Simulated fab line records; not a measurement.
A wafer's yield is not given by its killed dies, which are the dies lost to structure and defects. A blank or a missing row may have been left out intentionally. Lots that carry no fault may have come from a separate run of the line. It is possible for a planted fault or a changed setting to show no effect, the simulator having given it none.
fab line records	flow rit_cmos
[record] lots = 5	wafers = 15	last_day = 7
route steps=202 shown SILICIDE@162 CONTACT@168
lots that met no fault: taken from a fault-free run of the same line
start_h: start of the lot's first displayed wafer, in hours after the record's first day	wait_h: hours from the lot's prior step to this one	" as in the row above	L1.1+2: several wafers, shown together as one row	- no value, or no start was given	* or withheld: withheld	< > ~ a bound
route shown NAME@n: NAME is a module with steps in the file, n the number in the route of the first one	usual: mean/standard deviation of fault-free wafers	same: alike in all rows	chamber/n: place in a boat	sites: the reading at each site	_std_site: how widely they spread, as a standard deviation	_edge_site: inner sites' mean taken away from outer sites' mean	radius_mm: for every site, how far away it sits from the centre of the wafer	mask NAME#n: copy n	behind: the tool/chamber that last shaped the wafer	hold: the reason the lot was held/the length of the hold in hours/how it ended	device: which transistor (n, p or np) failed to switch	end of line: at the end of the route, the tests of the same wafers	a step with no rows: only its recipe	killed: the dies lost at the first sort to structure and to defects; this is not the yield of the wafer	map: a wafer's dies, x killed, . not, _ none there
set.NAME: the setting that was run; set.NAME@STEP: the one run at that earlier step	model.NAME: the simulator's own value behind a step, which no gauge read
a table for each step, a row for each wafer; lots at some steps of the route
services: the hour from which a tool's chamber was out of use, counted from the record's first day as start_h (under 0 if before that day), plus the number of hours and why
[[steps]]
[step RIT_SILICIDE_SPUTTER_01]
[recipe] material = Ti	target_thk_nm = 30	power_w = 350	chamber_pressure_pa = 0.667	gas = Ar	time_s = 240	substrate_temp_c = 25
[usual] throttle_valve_pct = 30.2/1.4
lot.wafer	tool	chamber	start_h	wait_h	throttle_valve_pct
L076.3	pvd_sputter-01	-	61.64	0.0	29.4
L076.5	"	-	"	"	30.6
L076.6	"	-	"	"	29.3
L084.2	pvd_sputter-01	-	100.72	0.0	31.6
L084.5	"	-	"	"	29.4
L084.6	"	-	"	"	29.8
L087.1	pvd_sputter-04	-	114.93	0.0	29.7
L087.2	"	-	"	"	31.2
L087.6	"	-	"	"	31.4
L089.1	pvd_sputter-04	-	128.09	0.0	29.6
L089.2	"	-	"	"	31.4
L089.6	"	-	"	"	31.0
L096.1	pvd_sputter-02	-	166.18	0.0	28.4
L096.4	"	-	"	"	28.5
L096.6	"	-	"	"	28.2
[step RIT_SILICIDE_RS_MEAS_02]
[recipe] thk_meas_gauge = four-point-probe	reads = Ti_of_SILICIDE_SPUTTER_01
[usual] SILICIDE_TI_RS = 48.2/0.74
lot.wafer	tool	chamber	start_h	wait_h	SILICIDE_TI_RS[ohm/sq]
L076.3	film_metro-04	-	61.83	0.1	47.5
L076.5	"	-	"	"	47.6
L076.6	"	-	"	"	47.3
L084.2	film_metro-01	-	100.89	0.1	47.0
L084.5	"	-	"	"	47.0
L084.6	"	-	"	"	47.3
L087.1	film_metro-01	-	115.08	0.1	48.7
L087.2	"	-	"	"	48.6
L087.6	"	-	"	"	49.1
L089.1	film_metro-01	-	128.24	0.1	47.7
L089.2	"	-	"	"	47.9
L089.6	"	-	"	"	47.5
L096.1	film_metro-04	-	166.33	0.1	46.9
L096.4	"	-	"	"	47.5
L096.6	"	-	"	"	47.5
[step RIT_SILICIDE_THK_MEAS_03]
[recipe] thk_meas_gauge = xrf	reads = Ti_of_SILICIDE_SPUTTER_01
[usual] SILICIDE_TI_THK = 29.7/0.35
lot.wafer	tool	chamber	start_h	wait_h	SILICIDE_TI_THK[nm]
L076.3	film_metro-04	-	61.93	0.1	29.9
L076.5	"	-	"	"	30.0
L076.6	"	-	"	"	30.3
L084.2	film_metro-01	-	101.00	0.1	30.0
L084.5	"	-	"	"	30.2
L084.6	"	-	"	"	30.2
L087.1	film_metro-01	-	115.20	0.1	29.4
L087.2	"	-	"	"	29.3
L087.6	"	-	"	"	29.2
L089.1	film_metro-01	-	128.36	0.1	29.8
L089.2	"	-	"	"	30.0
L089.6	"	-	"	"	29.8
L096.1	film_metro-04	-	166.45	0.1	30.5
L096.4	"	-	"	"	30.2
L096.6	"	-	"	"	30.0
[step RIT_SILICIDE_RTA_04]
[recipe] temp_c = 650	time_s = 10	idle_temp_c = 25	ramp_up_s = 5	ramp_down_s = 5	cool_to_c = 25	ambient = N2
[usual] wafer_temp_C_max = 653.0/0.85
lot.wafer	tool	chamber	start_h	wait_h	wafer_temp_C_max
L076.3	rtp_anneal-01	0	61.99	0.1	652.6
L076.5	"	0	"	"	654.6
L076.6	"	0	"	"	653.0
L084.2	rtp_anneal-01	0	101.06	0.1	653.1
L084.5	"	0	"	"	653.6
L084.6	"	0	"	"	653.9
L087.1	rtp_anneal-02	0	115.26	0.1	652.6
L087.2	"	0	"	"	652.4
L087.6	"	0	"	"	653.0
L089.1	rtp_anneal-02	0	128.42	0.1	652.7
L089.2	"	0	"	"	651.6
L089.6	"	0	"	"	652.7
L096.1	rtp_anneal-02	0	166.51	0.1	652.7
L096.4	"	0	"	"	652.6
L096.6	"	0	"	"	652.9
[step RIT_SILICIDE_WET_ETCH_05]
[recipe] chemistry = SPM	target = Ti	temp_c = 90	time_s = 120	dry = n2_spin
lot.wafer	tool	chamber	start_h	wait_h
L076.3+5+6	wet_bench-01	1	62.04	0.0
L084.2+5+6	wet_bench-04	2	101.12	0.0
L087.1+2+6	wet_bench-02	0	115.32	0.1
L089.1+2+6	wet_bench-01	0	128.48	0.1
L096.1+4+6	wet_bench-04	3	166.57	0.1
[step RIT_SILICIDE_RTA_06]
[recipe] temp_c = 750	time_s = 10	idle_temp_c = 25	ramp_up_s = 5	ramp_down_s = 10	cool_to_c = 25	ambient = N2
[usual] wafer_temp_C_max = 753.3/0.81
lot.wafer	tool	chamber	start_h	wait_h	wafer_temp_C_max
L076.3	rtp_anneal-02	0	62.10	0.0	752.7
L076.5	"	0	"	"	752.6
L076.6	"	0	"	"	752.9
L084.2	rtp_anneal-02	0	101.17	0.0	752.8
L084.5	"	0	"	"	753.1
L084.6	"	0	"	"	753.5
L087.1	rtp_anneal-01	0	115.37	0.0	753.1
L087.2	"	0	"	"	754.2
L087.6	"	0	"	"	754.1
L089.1	rtp_anneal-01	0	128.53	0.0	753.8
L089.2	"	0	"	"	755.8
L089.6	"	0	"	"	753.0
L096.1	rtp_anneal-01	0	166.62	0.0	755.3
L096.4	"	0	"	"	754.7
L096.6	"	0	"	"	754.1
[step RIT_CONTACT_CVD_00]
[recipe] material = SiO2	target_thk_nm = 400	precursor = TEOS	temp_c = 390	time_s = 61	rf_w = 400
[usual] heater_power_w = 318/35	susceptor_temp_C = 389.99/0.24
lot.wafer	tool	chamber	start_h	wait_h	heater_power_w	since_wet_clean_h	susceptor_temp_C
L076.3	pecvd-04	2	62.14	0.0	373	1398	390.29
L076.5	"	1	"	"	289	-	389.89
L076.6	"	2	"	"	372	-	390.27
L084.2	pecvd-04	0	101.22	0.0	331	1437	390.13
L084.5	"	1	"	"	315	-	390.31
L084.6	"	2	"	"	356	-	389.72
L087.1	pecvd-04	2	115.44	0.1	361	1452	390.18
L087.2	"	1	"	"	296	1452	390.14
L087.6	"	2	"	"	378	-	390.19
L089.1	pecvd-01	0	128.59	0.1	249	684	389.99
L089.2	"	2	"	"	332	684	390.07
L089.6	"	2	"	"	350	-	390.19
L096.1	pecvd-04	2	166.69	0.1	333	1503	389.56
L096.4	"	2	"	"	345	-	389.85
L096.6	"	1	"	"	298	-	390.19
[step RIT_CONTACT_THK_MEAS_01]
[recipe] reads = SiO2_of_CONTACT_CVD_00
[usual] CONTACT_TEOS_THK = 400/5.6
lot.wafer	tool	chamber	start_h	wait_h	CONTACT_TEOS_THK[nm]
L076.3	film_metro-03	-	62.21	0.0	396
L076.5	"	-	"	"	399
L076.6	"	-	"	"	401
L084.2	film_metro-04	-	101.28	0.0	387
L084.5	"	-	"	"	399
L084.6	"	-	"	"	400
L087.1	film_metro-02	-	115.49	0.0	392
L087.2	"	-	"	"	389
L087.6	"	-	"	"	398
L089.1	film_metro-04	-	128.64	0.0	398
L089.2	"	-	"	"	400
L089.6	"	-	"	"	405
L096.1	film_metro-02	-	166.74	0.0	395
L096.4	"	-	"	"	401
L096.6	"	-	"	"	399
[step RIT_CONTACT_HMDS_02]
[recipe] prime_time_s = 60	prime_temp_c = 140
[usual] chill_plate_temp_C = 22.99/0.11	resist_line_temp_C = 22.97/0.11
lot.wafer	tool	chamber	start_h	wait_h	chill_plate_temp_C	resist_line_temp_C
L076.3	litho_track-01	0	62.30	0.1	22.78	23.07
L076.5	"	0	"	"	22.86	22.78
L076.6	"	0	"	"	22.87	22.95
L084.2	litho_track-01	0	101.36	0.1	23.16	22.64
L084.5	"	0	"	"	22.86	22.81
L084.6	"	0	"	"	23.15	22.86
L087.1	litho_track-02	0	115.55	0.1	23.04	23.13
L087.2	"	0	"	"	22.84	23.11
L087.6	"	0	"	"	22.95	23.05
L089.1	litho_track-01	0	128.70	0.1	23.07	22.88
L089.2	"	0	"	"	22.92	23.01
L089.6	"	0	"	"	23.06	22.93
L096.1	litho_track-02	0	166.80	0.1	22.87	22.75
L096.4	"	0	"	"	22.93	22.97
L096.6	"	0	"	"	22.94	22.83
[step RIT_CONTACT_COAT_03]
[recipe] resist = NOVOLAK	spin_rpm = 3250	resist_thk_nm = 1000
[usual] chill_plate_temp_C = 23.00/0.093	resist_line_temp_C = 22.97/0.12
lot.wafer	tool	chamber	start_h	wait_h	chill_plate_temp_C	resist_line_temp_C
L076.3	litho_track-01	0	62.45	0.1	22.97	22.86
L076.5	"	0	"	"	22.95	22.94
L076.6	"	0	"	"	23.07	22.77
L084.2	litho_track-01	0	101.51	0.1	23.09	22.98
L084.5	"	0	"	"	23.15	22.94
L084.6	"	0	"	"	22.97	22.89
L087.1	litho_track-02	0	115.70	0.1	23.02	23.02
L087.2	"	0	"	"	23.08	23.09
L087.6	"	0	"	"	23.02	22.92
L089.1	litho_track-01	0	128.85	0.1	22.99	22.79
L089.2	"	0	"	"	23.07	22.83
L089.6	"	0	"	"	22.85	22.86
L096.1	litho_track-02	0	166.95	0.1	23.03	22.94
L096.4	"	0	"	"	22.89	22.94
L096.6	"	0	"	"	22.92	22.86
[step RIT_CONTACT_SOFTBAKE_04]
[recipe] resist = NOVOLAK	temp_c = 90	time_s = 60
[usual] chill_plate_temp_C = 23.01/0.1	resist_line_temp_C = 22.97/0.096
lot.wafer	tool	chamber	start_h	wait_h	chill_plate_temp_C	resist_line_temp_C
L076.3	litho_track-01	0	62.60	0.1	23.24	23.00
L076.5	"	0	"	"	23.24	22.97
L076.6	"	0	"	"	23.03	23.02
L084.2	litho_track-01	0	101.66	0.1	23.00	23.07
L084.5	"	0	"	"	22.99	23.21
L084.6	"	0	"	"	22.92	22.98
L087.1	litho_track-02	0	115.85	0.1	23.17	23.04
L087.2	"	0	"	"	23.20	23.04
L087.6	"	0	"	"	23.08	22.92
L089.1	litho_track-01	0	129.00	0.1	22.89	23.07
L089.2	"	0	"	"	22.92	22.97
L089.6	"	0	"	"	22.86	23.03
L096.1	litho_track-02	0	167.10	0.1	22.96	23.01
L096.4	"	0	"	"	23.05	23.16
L096.6	"	0	"	"	22.97	23.04
[step RIT_CONTACT_EXPOSE_05]
[recipe] mask_id = M11	na = 0.6	source_shape = conventional	sigma_outer = 0.5	target_cd_nm = 1000	dose_mj = 250
lot.wafer	tool	chamber	start_h	wait_h	mask
L076.3+5+6	iline_stepper-01	0	62.74	0.1	M11#0
L084.2+5+6	iline_stepper-01	0	101.80	0.1	M11#0
L087.1+2+6	iline_stepper-01	0	116.12	0.2	M11#0
L089.1+2+6	iline_stepper-01	0	129.15	0.1	M11#0
L096.1+4+6	iline_stepper-02	0	167.37	0.2	M11#0
[step RIT_CONTACT_PEB_06]
[recipe] resist = NOVOLAK	temp_c = withheld	time_s = withheld
[usual] chill_plate_temp_C = *	resist_line_temp_C = *
lot.wafer	tool	chamber	start_h	wait_h	chill_plate_temp_C	resist_line_temp_C
L076.3	litho_track-01	0	62.87	0.1	*	*
L076.5	"	0	"	"	*	*
L076.6	"	0	"	"	*	*
L084.2	litho_track-03	0	101.93	0.1	*	*
L084.5	"	0	"	"	*	*
L084.6	"	0	"	"	*	*
L087.1	litho_track-03	0	116.24	0.1	*	*
L087.2	"	0	"	"	*	*
L087.6	"	0	"	"	*	*
L089.1	litho_track-03	0	129.27	0.1	*	*
L089.2	"	0	"	"	*	*
L089.6	"	0	"	"	*	*
L096.1	litho_track-01	0	167.49	0.1	*	*
L096.4	"	0	"	"	*	*
L096.6	"	0	"	"	*	*
[step RIT_CONTACT_DEVELOP_07]
[recipe] resist = NOVOLAK	develop_time_s = 120	dev_temp_c = 23
[usual] chill_plate_temp_C = 22.99/0.12	resist_line_temp_C = 23.01/0.11
lot.wafer	tool	chamber	start_h	wait_h	chill_plate_temp_C	resist_line_temp_C
L076.3	litho_track-01	0	-	-	23.15	23.17
L076.5	"	0	"	"	23.26	23.12
L076.6	"	0	"	"	23.11	23.12
L084.2	litho_track-03	0	-	-	23.09	23.20
L084.5	"	0	"	"	22.91	22.95
L084.6	"	0	"	"	23.09	23.14
L087.1	litho_track-03	0	-	-	22.98	23.11
L087.2	"	0	"	"	23.09	23.07
L087.6	"	0	"	"	22.92	23.14
L089.1	litho_track-03	0	-	-	22.98	23.11
L089.2	"	0	"	"	23.07	23.01
L089.6	"	0	"	"	23.15	23.08
L096.1	litho_track-01	0	-	-	22.81	23.07
L096.4	"	0	"	"	22.97	22.98
L096.6	"	0	"	"	22.81	23.00
[step RIT_CONTACT_CD_MEAS_08]
[recipe] target_cd_nm = 1000
[usual] cd_nm = 999.0/2.6
lot.wafer	tool	chamber	start_h	wait_h	cd_nm
L076.3	cd_sem-01	-	63.26	-	996.5
L076.5	"	-	"	"	994.8
L076.6	"	-	"	"	995.8
L084.2	cd_sem-01	-	102.32	-	998.4
L084.5	"	-	"	"	999.1
L084.6	"	-	"	"	998.3
L087.1	cd_sem-01	-	116.64	-	997.4
L087.2	"	-	"	"	996.3
L087.6	"	-	"	"	995.5
L089.1	cd_sem-01	-	129.67	-	998.6
L089.2	"	-	"	"	999.6
L089.6	"	-	"	"	1000.3
L096.1	cd_sem-02	-	167.89	-	999.6
L096.4	"	-	"	"	998.2
L096.6	"	-	"	"	997.9
[step RIT_CONTACT_OVL_MEAS_09]
[usual] CONTACT_OVL = 1.5/1.5
lot.wafer	tool	chamber	start_h	wait_h	CONTACT_OVL[nm]
L076.3	overlay-02	-	63.35	0.1	1.8
L076.5	"	-	"	"	0.7
L076.6	"	-	"	"	-0.3
L084.2	overlay-02	-	102.43	0.1	-0.6
L084.5	"	-	"	"	-0.5
L084.6	"	-	"	"	1.1
L087.1	overlay-01	-	116.76	0.1	1.3
L087.2	"	-	"	"	1.3
L087.6	"	-	"	"	1.4
L089.1	overlay-02	-	129.79	0.1	-0.5
L089.2	"	-	"	"	-1.3
L089.6	"	-	"	"	-1.6
L096.1	overlay-01	-	168.01	0.1	2.0
L096.4	"	-	"	"	2.5
L096.6	"	-	"	"	1.0
[step RIT_CONTACT_HARDBAKE_10]
[recipe] resist = NOVOLAK	temp_c = 140	time_s = 60
[usual] chill_plate_temp_C = 23.01/0.11	resist_line_temp_C = 22.99/0.12
lot.wafer	tool	chamber	start_h	wait_h	chill_plate_temp_C	resist_line_temp_C
L076.3	litho_track-02	0	63.43	0.1	23.10	22.73
L076.5	"	0	"	"	23.02	22.93
L076.6	"	0	"	"	23.13	22.88
L084.2	litho_track-03	0	102.48	0.0	22.81	23.09
L084.5	"	0	"	"	22.97	23.06
L084.6	"	0	"	"	22.98	22.97
L087.1	litho_track-01	0	116.79	0.0	23.03	22.84
L087.2	"	0	"	"	22.82	23.03
L087.6	"	0	"	"	22.89	23.01
L089.1	litho_track-03	0	129.83	0.0	22.95	22.98
L089.2	"	0	"	"	23.12	22.92
L089.6	"	0	"	"	23.06	22.98
L096.1	litho_track-02	0	168.04	0.0	22.90	23.15
L096.4	"	0	"	"	22.95	23.05
L096.6	"	0	"	"	22.88	23.01
[step RIT_CONTACT_ETCH_11]
[recipe] target_depth_a = 4800	over_etch_frac = 0.2	stop_on = TiSi2	chemistry = CHF3/CF4/Ar	target = SiO2	CHF3_flow_sccm = 50	cf4_flow_sccm = 10	Ar_flow_sccm = 100	O2_flow_sccm = 5	pressure_mtorr = 100	rf_w = 200	time_s = 320
[usual] O2_flow_sccm = 5.000/0.016	drypump_motor_current_A = 5.8/0.55	oes_product_au = 0.994/0.015	throttle_valve_pct = 8.89/0.14
[same] over_etch_frac = 0.2
lot.wafer	tool	chamber	start_h	wait_h	O2_flow_sccm	drypump_motor_current_A	oes_product_au	rf_hours_counter_h	throttle_valve_pct
L076.3	rie_diel-04	2	63.53	0.1	4.993	5.8	1.002	3	9.03
L076.5	"	0	"	"	5.003	5.3	0.974	-	8.78
L076.6	"	1	"	"	5.026	6.7	0.993	-	8.79
L084.2	rie_diel-04	1	102.61	0.1	4.994	6.7	0.992	9	8.76
L084.5	"	1	"	"	4.996	6.7	0.997	-	8.78
L084.6	"	2	"	"	5.011	5.8	1.007	-	9.03
L087.1	rie_diel-04	1	116.94	0.1	5.010	6.7	0.982	9	8.79
L087.2	"	0	"	"	4.968	5.3	0.978	7	8.77
L087.6	"	1	"	"	5.006	6.7	0.994	-	8.79
L089.1	rie_diel-01	0	129.98	0.1	4.979	6.0	0.975	151	8.97
L089.2	"	3	"	"	5.015	6.4	0.982	28	8.97
L089.6	"	3	"	"	4.985	6.4	0.987	-	8.97
L096.1	rie_diel-04	3	168.19	0.1	4.975	4.7	0.999	2	9.00
L096.4	"	1	"	"	4.999	6.7	0.995	11	8.78
L096.6	"	0	"	"	5.014	5.3	0.975	-	8.78
[step RIT_CONTACT_STRIP_12]
[recipe] chemistry = O2	time_s = 180	resist = NOVOLAK	platen_temp_c = withheld	power_w = 500	pressure_mtorr = 4000	o2_flow_sccm = 4000
[usual] drypump_motor_current_A = 5.93/0.27
lot.wafer	tool	chamber	start_h	wait_h	drypump_motor_current_A	rf_hours_counter_h
L076.3	plasma_asher-02	1	63.78	0.2	6.16	-
L076.5	"	1	"	"	6.17	-
L076.6	"	0	"	"	5.43	-
L084.2	plasma_asher-03	1	102.80	0.1	6.00	46
L084.5	"	1	"	"	6.02	-
L084.6	"	0	"	"	6.17	-
L087.1	plasma_asher-01	1	117.14	0.1	5.89	50
L087.2	"	0	"	"	5.79	50
L087.6	"	1	"	"	5.90	-
L089.1	plasma_asher-03	1	130.17	0.1	6.02	49
L089.2	"	0	"	"	6.14	49
L089.6	"	0	"	"	6.15	-
L096.1	plasma_asher-02	1	168.39	0.1	6.12	5
L096.4	"	1	"	"	6.15	-
L096.6	"	0	"	"	5.39	-
[step RIT_CONTACT_CD_MEAS_90]
[recipe] target_cd_nm = 1000
[usual] cd_nm = 999.0/2.7
lot.wafer	tool	chamber	start_h	wait_h	cd_nm
L076.3	cd_sem-02	-	63.94	0.1	996.0
L076.5	"	-	"	"	995.4
L076.6	"	-	"	"	996.4
L084.2	cd_sem-02	-	103.00	0.1	998.0
L084.5	"	-	"	"	999.0
L084.6	"	-	"	"	998.3
L087.1	cd_sem-02	-	117.31	0.1	997.1
L087.2	"	-	"	"	995.8
L087.6	"	-	"	"	995.8
L089.1	cd_sem-01	-	130.35	0.1	999.1
L089.2	"	-	"	"	999.5
L089.6	"	-	"	"	1000.3
L096.1	cd_sem-01	-	168.56	0.1	999.5
L096.4	"	-	"	"	998.0
L096.6	"	-	"	"	997.4
[[services]]
tool	chamber	start_h	hours	kind
rie_diel-04	-	44.46	1.8	repair
pvd_sputter-01	-	44.78	3.7	repair
iline_stepper-02	-	49.12	1.7	pm
pvd_sputter-02	-	50.02	6.7	repair
pvd_sputter-04	-	50.11	2.4	repair
rie_diel-04	3	58.87	-	clean
rie_diel-04	3	58.87	18.7	scheduled_down
rie_diel-04	3	58.87	18.7	vent_cycle
pvd_sputter-01	-	67.50	0.5	repair
wet_bench-01	-	69.76	3.5	repair
pecvd-04	-	74.79	22.8	repair
iline_stepper-01	0	90.26	-	calibration
rie_diel-04	3	92.29	5.8	repair
wet_bench-01	-	92.97	1.9	pm
iline_stepper-01	-	97.70	1.7	pm
rie_diel-01	2	102.00	9.5	repair
pvd_sputter-01	-	102.39	2.7	repair
rie_diel-04	2	105.54	3.2	repair
plasma_asher-02	-	108.75	9.0	pm
plasma_asher-02	0	108.75	9.0	vent_cycle
pecvd-04	0	134.82	6.6	repair
rtp_anneal-02	-	143.50	1.0	pm
plasma_asher-01	-	144.01	10.0	pm
iline_stepper-01	-	163.26	4.3	pm
[[key]]
fault none
